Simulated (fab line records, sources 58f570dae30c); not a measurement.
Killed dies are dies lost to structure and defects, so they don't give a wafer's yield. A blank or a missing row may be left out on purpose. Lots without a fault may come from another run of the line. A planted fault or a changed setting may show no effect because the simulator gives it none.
One fault seen from 2 desks | flow berkeley_cmos170 | each desk has only its own numbers; what lay behind them comes last

THE TOOL OWNER'S DESK: rtp_anneal-01
The tool's own readings at UCB170_SILICIDE_RTA_04 (time 15 s): means of the sampled wafers that have a number, for each lot that ran on this tool. A lot is out of limits, marked OUT, if its mean lies more than 4 standard deviations from the usual mean; the brackets give that distance.
Columns: A = lamp_power_pct at UCB170_SILICIDE_RTA_04, usual 9.8 %; B = wafer_temp_C_max at UCB170_SILICIDE_RTA_04, usual 651.6
lot  | first seen here | A    | B
L362 | day 8 16:41     | 10.6 | 651.7
L366 | day 9 13:34     | 10.6 | 651.7
L364 | day 9 13:45     | 10.6 | 651.8
L363 | day 9 14:31     | 10.6 | 651.5
L372 | day 10 10:27    | 9.7  | 626.5 (-64) OUT
L373 | day 11 00:52    | 9.7  | 626.5 (-64) OUT
L374 | day 11 00:59    | 9.7  | 626.6 (-64) OUT
This desk's finding: out of limits on L372, L373, L374; first on L372, day 10 10:27 (wafer_temp_C_max at UCB170_SILICIDE_RTA_04). In limits: L362, L366, L364, L363.

THE METROLOGY DESK
What the gauges read, lot by lot, whatever tool the lot ran on: means of the sampled wafers that have a number. A lot is out of limits, marked OUT, if its mean lies more than 4 standard deviations from the usual mean; the brackets give that distance.
Columns: A = SILICIDE_TI_RS at UCB170_SILICIDE_RS_MEAS_02, usual 27.8 ohm/sq
lot  | first seen here | A
L361 | day 8 16:13     | 28.0
L362 | day 8 16:31     | 28.4
L365 | day 9 12:31     | 27.0
L366 | day 9 13:23     | 28.1
L364 | day 9 13:35     | 27.7
L363 | day 9 14:20     | 27.1
L369 | day 9 20:27     | 27.6
L372 | day 10 10:16    | 27.9
L373 | day 11 00:41    | 27.9
L375 | day 11 00:44    | 27.0
L374 | day 11 00:48    | 28.2
L376 | day 11 06:53    | 28.1
L378 | day 11 17:04    | 27.9
L380 | day 12 05:31    | 27.5
L382 | day 12 17:40    | 28.0
This desk's finding: nothing out of limits on any of the 15 lots.

PUT TOGETHER
The tool owner's desk could have raised an alarm at day 10 10:27, on L372, L373, L374.
The metrology desk saw nothing out of limits.
The metrology desk has L372, L373, L374 on record, within its limits.
Of the lots named, all ran UCB170_SILICIDE_RTA_04 on rtp_anneal-01.

WHAT THE SIMULATOR HAD PUT IN
Process parameter drift: rtp_anneal-01, from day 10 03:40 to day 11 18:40, at UCB170_SILICIDE_RTA_04. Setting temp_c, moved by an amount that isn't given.
Lots struck among those shown: L372, L373, L374.
Hours from the fault's start to each desk's first reading out of limits: the tool owner's desk, 7.
